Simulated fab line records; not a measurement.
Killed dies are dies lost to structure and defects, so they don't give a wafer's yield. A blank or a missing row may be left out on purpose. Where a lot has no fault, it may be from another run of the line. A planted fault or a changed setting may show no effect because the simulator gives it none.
fab line records	flow rit_cmos
[record] lots = 5	wafers = 23
route steps=202 shown PLDD@122 NSD@132 PSD@144 SDANNEAL@153 SILICIDE@162 CONTACT@175
start_h: hours from the record's opening day to when the first of the lot's shown wafers began	wait_h: time in hours since the lot's previous step	" unchanged from the row above	L1.1+2: several wafers, shown together as one row	- value missing, or start not given	* or withheld: withheld	< > ~ a bound
route shown NAME@n: a module of which the file shows steps, and the number in the route of the first	usual: mean/standard deviation taken from wafers without a fault	same: alike in all rows	chamber/n: place in a boat	sites: each site's reading	_std_site: standard deviation of those values	_edge_site: outer sites' mean less inner sites'	radius_mm: for every site, how far away it sits from the centre of the wafer	mask NAME#n: copy n	behind: the tool/chamber that last shaped the wafer	hold: the reason the lot was held/the length of the hold in hours/how it ended	device: names the non-switching transistor (n, p or np)	end of line: the same wafers' tests at the end of the route	a step given without rows: its recipe and nothing more	killed: count of dies lost to structure and defects at first sort (not the wafer's yield)	map: a wafer's dies, marking killed ones x, the rest . and places with no die _
set.NAME: the setting that was run; set.NAME@STEP: the one run at that earlier step	model.NAME: the simulator's own value behind a step, which no gauge read
lots whose settings were changed on purpose; a table a step, a row a wafer
[[steps]]
[step RIT_PLDD_IMPLANT_08]
[recipe] species = BF2	energy_kev = 20	dose_cm2 = 9e+14	tilt_deg = 7
lot.wafer	tool	chamber	start_h	wait_h	set.dose_cm2
L076.1+2+4	implanter-03	0	52.23	0.1	9e+14
L076.5+6	"	0	"	"	9.389e+14
L077.1+3+5	implanter-02	0	59.98	0.1	9.179e+14
L077.2+6	"	0	"	"	9e+14
L078.2+6	implanter-01	0	65.20	0.1	9e+14
L078.3+4+5	"	0	"	"	9.246e+14
L080.2+3+5	implanter-01	0	77.57	0.1	9e+14
L081.1+4+5	implanter-03	0	77.91	0.1	9e+14
L081.2+3	"	0	"	"	9.245e+14
[step RIT_PLDD_STRIP_09]
[recipe] chemistry = O2	time_s = 180	resist = NOVOLAK	platen_temp_c = withheld	power_w = 500	pressure_mtorr = 4000	o2_flow_sccm = 4000
[step RIT_PLDD_TW_MEAS_10]
[usual] PLDD_TW = 2346/10
lot.wafer	tool	chamber	start_h	wait_h	set.dose_cm2@PLDD_IMPLANT_08	PLDD_TW
L076.1	film_metro-01	-	52.56	0.1	9e+14	2330
L076.2	"	-	"	"	9e+14	2337
L076.4	"	-	"	"	9e+14	2339
L076.5	"	-	"	"	9.389e+14	2357
L076.6	"	-	"	"	9.389e+14	2371
L077.1	film_metro-01	-	60.30	0.1	9.179e+14	2345
L077.2	"	-	"	"	9e+14	2338
L077.3	"	-	"	"	9.179e+14	2358
L077.5	"	-	"	"	9.179e+14	2354
L077.6	"	-	"	"	9e+14	2338
L078.2	film_metro-02	-	65.51	0.1	9e+14	2352
L078.3	"	-	"	"	9.246e+14	2376
L078.4	"	-	"	"	9.246e+14	2374
L078.5	"	-	"	"	9.246e+14	2380
L078.6	"	-	"	"	9e+14	2366
L080.2	film_metro-03	-	77.88	0.1	9e+14	2348
L080.3	"	-	"	"	9e+14	2358
L080.5	"	-	"	"	9e+14	2363
L081.1	film_metro-02	-	78.23	0.1	9e+14	2348
L081.2	"	-	"	"	9.245e+14	2370
L081.3	"	-	"	"	9.245e+14	2371
L081.4	"	-	"	"	9e+14	2360
L081.5	"	-	"	"	9e+14	2340
[step RIT_NSD_COAT_01]
[recipe] resist = NOVOLAK	spin_rpm = 3250	resist_thk_nm = 1000
lot.wafer	tool	chamber	start_h	wait_h	set.spin_rpm	model.NOVOLAK_of_NSD_COAT_01.thk_nm
L076.1	litho_track-02	0	56.41	0.1	3250	1006
L076.2+4	"	0	"	"	3250	1000
L076.5	"	0	"	"	3250	1002
L076.6	"	0	"	"	3250	1003
L077.1	litho_track-02	0	63.04	0.1	3134	1023
L077.2+6	"	0	"	"	3134	1024
L077.3	"	0	"	"	3250	1008
L077.5	"	0	"	"	3250	1002
L078.2	litho_track-01	0	68.26	0.1	3250	995.9
L078.3	"	0	"	"	3250	994.9
L078.4	"	0	"	"	3161	1015
L078.5	"	0	"	"	3250	996.3
L078.6	"	0	"	"	3161	1012
L080.2	litho_track-04	0	80.63	0.1	3250	1003
L080.3+5	"	0	"	"	3250	1002
L081.1	litho_track-01	0	81.58	0.1	3250	995.5
L081.2	"	0	"	"	3250	997.6
L081.3	"	0	"	"	3113	1017
L081.4	"	0	"	"	3113	1018
L081.5	"	0	"	"	3250	993.7
[step RIT_NSD_SOFTBAKE_02]
[recipe] resist = NOVOLAK	temp_c = 90	time_s = 60
[step RIT_NSD_EXPOSE_03]
[recipe] mask_id = M9	na = 0.57	target_cd_nm = 40700	dose_mj = 250
[step RIT_NSD_DEVELOP_05]
[recipe] resist = NOVOLAK	develop_time_s = 50	dev_temp_c = 23
[step RIT_NSD_HARDBAKE_07]
[recipe] resist = NOVOLAK	temp_c = 140	time_s = 60
lot.wafer	tool	chamber	start_h	wait_h	set.spin_rpm@NSD_COAT_01	model.NOVOLAK_of_NSD_COAT_01.thk_nm
L076.1	litho_track-02	0	57.15	0.0	3250	888.7
L076.2+4	"	0	"	"	3250	884.2
L076.5	"	0	"	"	3250	885.6
L076.6	"	0	"	"	3250	886.6
L077.1	litho_track-01	0	63.90	0.0	3134	904
L077.2	"	0	"	"	3134	904.5
L077.3	"	0	"	"	3250	890.6
L077.5	"	0	"	"	3250	885.5
L077.6	"	0	"	"	3134	905.2
L078.2	litho_track-01	0	69.00	0.0	3250	880.2
L078.3	"	0	"	"	3250	879.4
L078.4	"	0	"	"	3161	896.6
L078.5	"	0	"	"	3250	880.5
L078.6	"	0	"	"	3161	894
L080.2	litho_track-04	0	81.36	0.0	3250	886.1
L080.3+5	"	0	"	"	3250	885.5
L081.1	litho_track-04	0	82.60	0.2	3250	879.8
L081.2	"	0	"	"	3250	881.6
L081.3	"	0	"	"	3113	898.6
L081.4	"	0	"	"	3113	899.5
L081.5	"	0	"	"	3250	878.3
[step RIT_NSD_IMPLANT_08]
[recipe] species = P	energy_kev = 25	dose_cm2 = 1e+15	tilt_deg = 7
lot.wafer	tool	chamber	start_h	wait_h	set.energy_kev	model.implant.drp_nm
L076.1+2+5	implanter-04	0	57.30	0.1	25	14.84
L076.4+6	"	0	"	"	26.36	15.32
L077.1+2+3+5+6	implanter-04	0	64.05	0.1	25	14.84
L078.2+3+4	implanter-04	0	69.15	0.1	25	14.84
L078.5+6	"	0	"	"	23.98	14.47
L080.2+3+5	implanter-03	0	81.51	0.1	25	14.84
L081.1+2+3+4+5	implanter-03	0	82.75	0.1	25	14.84
[step RIT_NSD_STRIP_09]
[recipe] chemistry = O2	time_s = 180	resist = NOVOLAK	platen_temp_c = withheld	power_w = 500	pressure_mtorr = 4000	o2_flow_sccm = 4000
[step RIT_NSD_TW_MEAS_10]
[usual] NSD_TW = 3123/15
lot.wafer	tool	chamber	start_h	wait_h	set.energy_kev@NSD_IMPLANT_08	NSD_TW
L076.1	film_metro-01	-	57.62	0.1	25	3115
L076.2	"	-	"	"	25	3111
L076.4	"	-	"	"	26.36	3155
L076.5	"	-	"	"	25	3123
L076.6	"	-	"	"	26.36	3150
L077.1	film_metro-02	-	64.37	0.1	25	3135
L077.2	"	-	"	"	25	3127
L077.3	"	-	"	"	25	3137
L077.5	"	-	"	"	25	3130
L077.6	"	-	"	"	25	3144
L078.2	film_metro-01	-	69.46	0.1	25	3117
L078.3	"	-	"	"	25	3113
L078.4	"	-	"	"	25	3116
L078.5	"	-	"	"	23.98	3092
L078.6	"	-	"	"	23.98	3084
L080.2	film_metro-01	-	81.82	0.1	25	3131
L080.3	"	-	"	"	25	3124
L080.5	"	-	"	"	25	3109
L081.1	film_metro-02	-	83.08	0.1	25	3137
L081.2	"	-	"	"	25	3118
L081.3	"	-	"	"	25	3136
L081.4	"	-	"	"	25	3125
L081.5	"	-	"	"	25	3135
[step RIT_PSD_SOFTBAKE_02]
[recipe] resist = NOVOLAK	temp_c = 90	time_s = 60
lot.wafer	tool	chamber	start_h	wait_h	set.temp_c
L076.1+4+5	litho_track-02	0	57.98	0.1	88.65
L076.2+6	"	0	"	"	90
L077.1+3+6	litho_track-02	0	64.77	0.1	88.64
L077.2+5	"	0	"	"	90
L078.2+3	litho_track-01	0	69.83	0.1	90
L078.4+5+6	"	0	"	"	93.26
L080.2+3+5	litho_track-03	0	82.20	0.1	90
L081.1+2+3+4+5	litho_track-01	0	83.44	0.1	90
[step RIT_PSD_EXPOSE_03]
[recipe] mask_id = M10	na = 0.57	target_cd_nm = 40900	dose_mj = 250
[step RIT_PSD_PEB_04]
[recipe] resist = NOVOLAK	temp_c = withheld	time_s = withheld
[step RIT_PSD_DEVELOP_05]
[recipe] resist = NOVOLAK	develop_time_s = 50	dev_temp_c = 23
lot.wafer	tool	chamber	start_h	wait_h	set.temp_c@PSD_SOFTBAKE_02	model.NOVOLAK_of_PSD_COAT_01.thk_nm
L076.1+4	litho_track-03	0	-	-	88.65	1006
L076.2	"	0	"	"	90	999.6
L076.5	"	0	"	"	88.65	1003
L076.6	"	0	"	"	90	1004
L077.1	litho_track-03	0	-	-	88.64	1003
L077.2	"	0	"	"	90	998.8
L077.3	"	0	"	"	88.64	1004
L077.5	"	0	"	"	90	1002
L077.6	"	0	"	"	88.64	1002
L078.2	litho_track-02	0	-	-	90	996.1
L078.3	"	0	"	"	90	997.9
L078.4	"	0	"	"	93.26	983.9
L078.5	"	0	"	"	93.26	986.8
L078.6	"	0	"	"	93.26	988.1
L080.2+5	litho_track-02	0	-	-	90	1000
L080.3	"	0	"	"	90	1003
L081.1+4	litho_track-03	0	-	-	90	996.3
L081.2	"	0	"	"	90	997.3
L081.3	"	0	"	"	90	997
L081.5	"	0	"	"	90	999
[step RIT_PSD_IMPLANT_08]
[recipe] species = BF2	energy_kev = 27	dose_cm2 = 5e+15	tilt_deg = 7
lot.wafer	tool	chamber	start_h	wait_h	set.energy_kev	model.implant.rp_nm	model.implant.drp_nm
L076.1+2+4+5+6	implanter-03	0	58.94	0.1	27	21.87	12.05
L077.1+5	implanter-04	0	65.63	0.1	27	22.29	12.05
L077.2+3+6	"	0	"	"	27.96	22.92	12.35
L078.2+4	implanter-03	0	70.57	0.1	27	22.35	12.05
L078.3+5+6	"	0	"	"	25.61	21.42	11.61
L080.2+3+5	implanter-01	0	82.93	0.1	27	22.59	12.05
L081.1+2+3	implanter-01	0	84.17	0.1	26.24	21.8	11.81
L081.4+5	"	0	"	"	27	22.3	12.05
[step RIT_PSD_STRIP_09]
[recipe] chemistry = O2	time_s = 180	resist = NOVOLAK	platen_temp_c = withheld	power_w = 500	pressure_mtorr = 4000	o2_flow_sccm = 4000
[step RIT_PSD_TW_MEAS_10]
[usual] PSD_TW = 3430/12
lot.wafer	tool	chamber	start_h	wait_h	set.energy_kev@PSD_IMPLANT_08	PSD_TW
L076.1	film_metro-02	-	59.27	0.1	27	3440
L076.2	"	-	"	"	27	3443
L076.4	"	-	"	"	27	3453
L076.5	"	-	"	"	27	3440
L076.6	"	-	"	"	27	3435
L077.1	film_metro-03	-	65.96	0.1	27	3418
L077.2	"	-	"	"	27.96	3454
L077.3	"	-	"	"	27.96	3467
L077.5	"	-	"	"	27	3432
L077.6	"	-	"	"	27.96	3471
L078.2	film_metro-03	-	70.88	0.1	27	3439
L078.3	"	-	"	"	25.61	3391
L078.4	"	-	"	"	27	3425
L078.5	"	-	"	"	25.61	3383
L078.6	"	-	"	"	25.61	3389
L080.2	film_metro-03	-	83.24	0.1	27	3427
L080.3	"	-	"	"	27	3450
L080.5	"	-	"	"	27	3445
L081.1	film_metro-03	-	84.50	0.1	26.24	3401
L081.2	"	-	"	"	26.24	3386
L081.3	"	-	"	"	26.24	3416
L081.4	"	-	"	"	27	3433
L081.5	"	-	"	"	27	3424
[step RIT_SDANNEAL_CLEAN_00]
[recipe] chemistry = SC1	mix = 3:3:50	time_s = 600	temp_c = 75
[step RIT_SDANNEAL_CLEAN_01]
[recipe] chemistry = dHF	dilution = 50:1	time_s = 30
[step RIT_SDANNEAL_CLEAN_02]
[recipe] chemistry = SC2	mix = 3:3:50	time_s = 600	temp_c = 75	dry = n2_spin
[step RIT_SDANNEAL_RTA_03]
[recipe] temp_c = 1050	time_s = 5	idle_temp_c = 600	ramp_up_c_per_s = 342	ramp_down_c_per_s = 171	cool_to_c = 600	ambient = N2
[step RIT_SDANNEAL_RS_MEAS_04]
[recipe] thk_meas_gauge = four-point-probe
[usual] PSD_RS = 116.0/0.35
lot.wafer	tool	chamber	start_h	wait_h	set.energy_kev@PSD_IMPLANT_08	PSD_RS[ohm/sq]
L076.1	film_metro-03	-	59.78	0.0	27	115.2
L076.2	"	-	"	"	27	115.5
L076.4	"	-	"	"	27	115.3
L076.5	"	-	"	"	27	115.7
L076.6	"	-	"	"	27	115.7
L077.1	film_metro-02	-	66.53	0.1	27	116.4
L077.2	"	-	"	"	27.96	114.2
L077.3	"	-	"	"	27.96	113.9
L077.5	"	-	"	"	27	116.0
L077.6	"	-	"	"	27.96	114.1
L078.2	film_metro-03	-	71.41	0.1	27	116.6
L078.3	"	-	"	"	25.61	119.6
L078.4	"	-	"	"	27	116.7
L078.5	"	-	"	"	25.61	119.4
L078.6	"	-	"	"	25.61	119.8
L080.2	film_metro-02	-	83.74	0.1	27	115.9
L080.3	"	-	"	"	27	115.7
L080.5	"	-	"	"	27	115.8
L081.1	film_metro-01	-	84.98	0.0	26.24	117.7
L081.2	"	-	"	"	26.24	118.0
L081.3	"	-	"	"	26.24	117.5
L081.4	"	-	"	"	27	116.1
L081.5	"	-	"	"	27	116.0
[step RIT_SDANNEAL_RS_MEAS_06]
[recipe] thk_meas_gauge = four-point-probe
[usual] PLDD_RS = 178.6/0.42
lot.wafer	tool	chamber	start_h	wait_h	set.dose_cm2@PLDD_IMPLANT_08	PLDD_RS[ohm/sq]
L076.1	film_metro-03	-	60.02	0.1	9e+14	178.7
L076.2	"	-	"	"	9e+14	178.1
L076.4	"	-	"	"	9e+14	178.7
L076.5	"	-	"	"	9.389e+14	175.3
L076.6	"	-	"	"	9.389e+14	174.7
L077.1	film_metro-02	-	66.77	0.1	9.179e+14	177.2
L077.2	"	-	"	"	9e+14	178.4
L077.3	"	-	"	"	9.179e+14	177.1
L077.5	"	-	"	"	9.179e+14	177.2
L077.6	"	-	"	"	9e+14	179.1
L078.2	film_metro-03	-	71.65	0.1	9e+14	178.0
L078.3	"	-	"	"	9.246e+14	175.9
L078.4	"	-	"	"	9.246e+14	176.4
L078.5	"	-	"	"	9.246e+14	176.1
L078.6	"	-	"	"	9e+14	178.2
L080.2	film_metro-02	-	83.98	0.1	9e+14	178.1
L080.3	"	-	"	"	9e+14	178.1
L080.5	"	-	"	"	9e+14	178.1
L081.1	film_metro-01	-	85.22	0.1	9e+14	179.5
L081.2	"	-	"	"	9.245e+14	177.0
L081.3	"	-	"	"	9.245e+14	177.0
L081.4	"	-	"	"	9e+14	179.5
L081.5	"	-	"	"	9e+14	179.3
[step RIT_SILICIDE_SPUTTER_01]
[recipe] material = Ti	target_thk_nm = 30	power_w = 350	chamber_pressure_pa = 0.667	gas = Ar	time_s = 240	substrate_temp_c = 25
lot.wafer	tool	chamber	start_h	wait_h	set.time_s	model.Ti_of_SILICIDE_SPUTTER_01.thk_nm
L076.1	pvd_sputter-03	-	60.28	0.0	240	29.72
L076.2	"	-	"	"	240	29.81
L076.4	"	-	"	"	240	29.71
L076.5	"	-	"	"	240	29.56
L076.6	"	-	"	"	240	29.99
L077.1	pvd_sputter-02	-	67.03	0.0	240	30.46
L077.2	"	-	"	"	240	30.09
L077.3	"	-	"	"	240	30.26
L077.5	"	-	"	"	240	30.47
L077.6	"	-	"	"	240	30.45
L078.2	pvd_sputter-03	-	71.88	0.0	273.6	34.23
L078.3	"	-	"	"	273.6	33.84
L078.4	"	-	"	"	240	29.84
L078.5	"	-	"	"	240	29.98
L078.6	"	-	"	"	273.6	34.29
L080.2	pvd_sputter-03	-	84.21	0.0	240	29.82
L080.3	"	-	"	"	240	29.88
L080.5	"	-	"	"	240	29.99
L081.1	pvd_sputter-01	-	85.47	0.0	240	30.09
L081.2	"	-	"	"	212.5	26.51
L081.3	"	-	"	"	240	30.03
L081.4	"	-	"	"	212.5	26.69
L081.5	"	-	"	"	240	29.78
[step RIT_SILICIDE_RS_MEAS_02]
[recipe] thk_meas_gauge = four-point-probe	reads = Ti_of_SILICIDE_SPUTTER_01
[usual] SILICIDE_TI_RS = 47.9/0.54
lot.wafer	tool	chamber	start_h	wait_h	set.time_s@SILICIDE_SPUTTER_01	SILICIDE_TI_RS[ohm/sq]
L076.1	film_metro-04	-	60.43	0.1	240	48.5
L076.2	"	-	"	"	240	48.2
L076.4	"	-	"	"	240	48.6
L076.5	"	-	"	"	240	48.8
L076.6	"	-	"	"	240	47.9
L077.1	film_metro-01	-	67.18	0.1	240	47.0
L077.2	"	-	"	"	240	47.8
L077.3	"	-	"	"	240	47.3
L077.5	"	-	"	"	240	47.0
L077.6	"	-	"	"	240	47.1
L078.2	film_metro-01	-	72.05	0.1	273.6	40.7
L078.3	"	-	"	"	273.6	41.2
L078.4	"	-	"	"	240	48.2
L078.5	"	-	"	"	240	48.0
L078.6	"	-	"	"	273.6	40.5
L080.2	film_metro-01	-	84.38	0.1	240	48.2
L080.3	"	-	"	"	240	48.1
L080.5	"	-	"	"	240	48.0
L081.1	film_metro-02	-	85.62	0.1	240	47.8
L081.2	"	-	"	"	212.5	56.0
L081.3	"	-	"	"	240	47.9
L081.4	"	-	"	"	212.5	55.5
L081.5	"	-	"	"	240	48.3
[step RIT_SILICIDE_THK_MEAS_03]
[recipe] thk_meas_gauge = xrf	reads = Ti_of_SILICIDE_SPUTTER_01
[usual] SILICIDE_TI_THK = 30.1/0.32
lot.wafer	tool	chamber	start_h	wait_h	set.time_s@SILICIDE_SPUTTER_01	SILICIDE_TI_THK[nm]
L076.1	film_metro-04	-	60.55	0.1	240	29.9
L076.2	"	-	"	"	240	30.0
L076.4	"	-	"	"	240	29.8
L076.5	"	-	"	"	240	29.7
L076.6	"	-	"	"	240	30.3
L077.1	film_metro-01	-	67.30	0.1	240	30.6
L077.2	"	-	"	"	240	30.4
L077.3	"	-	"	"	240	30.5
L077.5	"	-	"	"	240	30.7
L077.6	"	-	"	"	240	30.5
L078.2	film_metro-01	-	72.16	0.1	273.6	34.2
L078.3	"	-	"	"	273.6	33.9
L078.4	"	-	"	"	240	29.9
L078.5	"	-	"	"	240	30.0
L078.6	"	-	"	"	273.6	34.2
L080.2	film_metro-01	-	84.49	0.1	240	29.8
L080.3	"	-	"	"	240	29.8
L080.5	"	-	"	"	240	30.0
L081.1	film_metro-02	-	85.74	0.1	240	30.1
L081.2	"	-	"	"	212.5	26.4
L081.3	"	-	"	"	240	30.0
L081.4	"	-	"	"	212.5	26.5
L081.5	"	-	"	"	240	29.7
[step RIT_CONTACT_DEVELOP_07]
[recipe] resist = NOVOLAK	develop_time_s = 120	dev_temp_c = 23
lot.wafer	tool	chamber	start_h	wait_h	set.develop_time_s
L076.1+5+6	litho_track-04	0	-	-	120
L076.2+4	"	0	"	"	134.2
L077.1+5+6	litho_track-03	0	-	-	133.3
L077.2+3	"	0	"	"	120
L078.2+3+5	litho_track-01	0	-	-	125.1
L078.4+6	"	0	"	"	120
L080.2+3+5	litho_track-01	0	-	-	120
L081.1+3+4	litho_track-04	0	-	-	120
L081.2+5	"	0	"	"	135.5
[step RIT_CONTACT_CD_MEAS_08]
[recipe] target_cd_nm = 1000
[usual] cd_nm = 999.0/2
lot.wafer	tool	chamber	start_h	wait_h	set.develop_time_s@CONTACT_DEVELOP_07	cd_nm
L076.1	cd_sem-02	-	61.98	-	120	997.7
L076.2	"	-	"	"	134.2	1007.3
L076.4	"	-	"	"	134.2	1007.7
L076.5	"	-	"	"	120	1000.0
L076.6	"	-	"	"	120	996.8
L077.1	cd_sem-02	-	68.81	-	133.3	1007.4
L077.2	"	-	"	"	120	996.1
L077.3	"	-	"	"	120	996.4
L077.5	"	-	"	"	133.3	1006.3
L077.6	"	-	"	"	133.3	1004.4
L078.2	cd_sem-01	-	73.55	-	125.1	1007.3
L078.3	"	-	"	"	125.1	1005.7
L078.4	"	-	"	"	120	1003.0
L078.5	"	-	"	"	125.1	1006.0
L078.6	"	-	"	"	120	1000.9
L080.2	cd_sem-02	-	85.82	-	120	1000.3
L080.3	"	-	"	"	120	999.0
L080.5	"	-	"	"	120	1000.7
L081.1	cd_sem-01	-	87.06	-	120	995.8
L081.2	"	-	"	"	135.5	1006.7
L081.3	"	-	"	"	120	997.3
L081.4	"	-	"	"	120	998.1
L081.5	"	-	"	"	135.5	1008.8
[step RIT_CONTACT_ETCH_11]
[recipe] target_depth_a = 4800	over_etch_frac = 0.2	stop_on = TiSi2	chemistry = CHF3/CF4/Ar	target = SiO2	CHF3_flow_sccm = 50	cf4_flow_sccm = 10	Ar_flow_sccm = 100	O2_flow_sccm = 5	pressure_mtorr = 100	rf_w = 200	time_s = 320
lot.wafer	tool	chamber	start_h	wait_h	set.time_s	set.develop_time_s@CONTACT_DEVELOP_07	model.CONTACT.cd_nm	model.NOVOLAK_of_CONTACT_COAT_03.thk_nm
L076.1	rie_diel-02	3	62.29	0.1	275.1	120	997.1	783.1
L076.2	"	1	"	"	275.1	134.2	1006	787.2
L076.4	"	2	"	"	275.1	134.2	1007	786.8
L076.5	"	3	"	"	320	120	1000	768.7
L076.6	"	2	"	"	320	120	997.2	770.9
L077.1	rie_diel-01	2	69.11	0.1	320	133.3	1007	768.3
L077.2	"	0	"	"	300.7	120	996.1	778.7
L077.3	"	3	"	"	320	120	996	772.7
L077.5	"	3	"	"	300.7	133.3	1006	776.2
L077.6	"	2	"	"	300.7	133.3	1004	776.8
L078.2	rie_diel-02	3	73.84	0.1	291.5	125.1	1007	776.2
L078.3	"	0	"	"	320	125.1	1006	768.6
L078.4	"	1	"	"	291.5	120	1002	777.9
L078.5	"	1	"	"	291.5	125.1	1005	777.4
L078.6	"	0	"	"	320	120	1001	767
L080.2	rie_diel-01	2	86.11	0.1	320	120	999.8	763.6
L080.3	"	3	"	"	320	120	998.8	766.2
L080.5	"	3	"	"	320	120	1001	768
L081.1	rie_diel-02	2	87.36	0.1	361.9	120	996.2	758.7
L081.2	"	3	"	"	361.9	135.5	1008	760.8
L081.3	"	0	"	"	320	120	997.2	777.7
L081.4	"	1	"	"	320	120	998	777.8
L081.5	"	1	"	"	320	135.5	1009	773.8
[step RIT_CONTACT_STRIP_12]
[recipe] chemistry = O2	time_s = 180	resist = NOVOLAK	platen_temp_c = withheld	power_w = 500	pressure_mtorr = 4000	o2_flow_sccm = 4000
[step RIT_CONTACT_CD_MEAS_90]
[recipe] target_cd_nm = 1000
[usual] cd_nm = 999.0/2.1
lot.wafer	tool	chamber	start_h	wait_h	set.develop_time_s@CONTACT_DEVELOP_07	cd_nm
L076.1	cd_sem-02	-	62.66	0.1	120	997.5
L076.2	"	-	"	"	134.2	1006.1
L076.4	"	-	"	"	134.2	1007.0
L076.5	"	-	"	"	120	1000.0
L076.6	"	-	"	"	120	997.1
L077.1	cd_sem-02	-	69.48	0.1	133.3	1007.2
L077.2	"	-	"	"	120	995.9
L077.3	"	-	"	"	120	996.3
L077.5	"	-	"	"	133.3	1006.1
L077.6	"	-	"	"	133.3	1004.4
L078.2	cd_sem-02	-	74.22	0.1	125.1	1007.0
L078.3	"	-	"	"	125.1	1005.6
L078.4	"	-	"	"	120	1001.8
L078.5	"	-	"	"	125.1	1004.9
L078.6	"	-	"	"	120	1000.5
L080.2	cd_sem-01	-	86.50	0.1	120	999.8
L080.3	"	-	"	"	120	998.7
L080.5	"	-	"	"	120	1000.8
L081.1	cd_sem-02	-	87.73	0.1	120	996.3
L081.2	"	-	"	"	135.5	1007.9
L081.3	"	-	"	"	120	997.4
L081.4	"	-	"	"	120	997.8
L081.5	"	-	"	"	135.5	1008.8
[[key]]
[split] step = RIT_PLDD_IMPLANT_08	setting = dose_cm2	stated = 9e+14	by = wafer
[response] step = RIT_PLDD_TW_MEAS_10	reading = PLDD_TW	change = +6.88	per = 1%	r = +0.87
[response] step = RIT_SDANNEAL_RS_MEAS_06	reading = PLDD_RS	change = -0.801	per = 1%	r = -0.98
[split] step = RIT_NSD_COAT_01	setting = spin_rpm	stated = 3250	by = wafer
[response] step = RIT_NSD_COAT_01	reading = model.NOVOLAK_of_NSD_COAT_01.thk_nm	change = -5.47	per = 1%	r = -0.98
[response] step = RIT_NSD_HARDBAKE_07	reading = model.NOVOLAK_of_NSD_COAT_01.thk_nm	change = -4.78	per = 1%	r = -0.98
[split] step = RIT_NSD_IMPLANT_08	setting = energy_kev	stated = 25	by = wafer
[response] step = RIT_NSD_IMPLANT_08	reading = model.implant.drp_nm	change = +0.0892	per = 1%	r = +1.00
[response] step = RIT_NSD_TW_MEAS_10	reading = NSD_TW	change = +6.68	per = 1%	r = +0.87
[split] step = RIT_PSD_SOFTBAKE_02	setting = temp_c	stated = 90	by = wafer
[response] step = RIT_PSD_DEVELOP_05	reading = model.NOVOLAK_of_PSD_COAT_01.thk_nm	change = -2.76	per = 1%	r = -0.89
[split] step = RIT_PSD_IMPLANT_08	setting = energy_kev	stated = 27	by = wafer
[response] step = RIT_PSD_IMPLANT_08	reading = model.implant.rp_nm	change = +0.179	per = 1%	r = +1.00
[response] step = RIT_PSD_IMPLANT_08	reading = model.implant.drp_nm	change = +0.0851	per = 1%	r = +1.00
[response] step = RIT_PSD_TW_MEAS_10	reading = PSD_TW	change = +9.46	per = 1%	r = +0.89
[response] step = RIT_SDANNEAL_RS_MEAS_04	reading = PSD_RS	change = -0.584	per = 1%	r = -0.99
[split] step = RIT_SILICIDE_SPUTTER_01	setting = time_s	stated = 240	by = wafer
[response] step = RIT_SILICIDE_SPUTTER_01	reading = model.Ti_of_SILICIDE_SPUTTER_01.thk_nm	change = +0.298	per = 1%	r = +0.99
[response] step = RIT_SILICIDE_RS_MEAS_02	reading = SILICIDE_TI_RS	change = -0.585	per = 1%	r = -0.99
[response] step = RIT_SILICIDE_THK_MEAS_03	reading = SILICIDE_TI_THK	change = +0.301	per = 1%	r = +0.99
[split] step = RIT_CONTACT_DEVELOP_07	setting = develop_time_s	stated = 120	by = wafer
[response] step = RIT_CONTACT_CD_MEAS_08	reading = cd_nm	change = +0.838	per = 1%	r = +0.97
[response] step = RIT_CONTACT_ETCH_11	reading = model.CONTACT.cd_nm	change = +0.829	per = 1%	r = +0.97
[response] step = RIT_CONTACT_CD_MEAS_90	reading = cd_nm	change = +0.831	per = 1%	r = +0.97
[split] step = RIT_CONTACT_ETCH_11	setting = time_s	stated = 320	by = wafer
[response] step = RIT_CONTACT_ETCH_11	reading = model.NOVOLAK_of_CONTACT_COAT_03.thk_nm	change = -1.17	per = 1%	r = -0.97
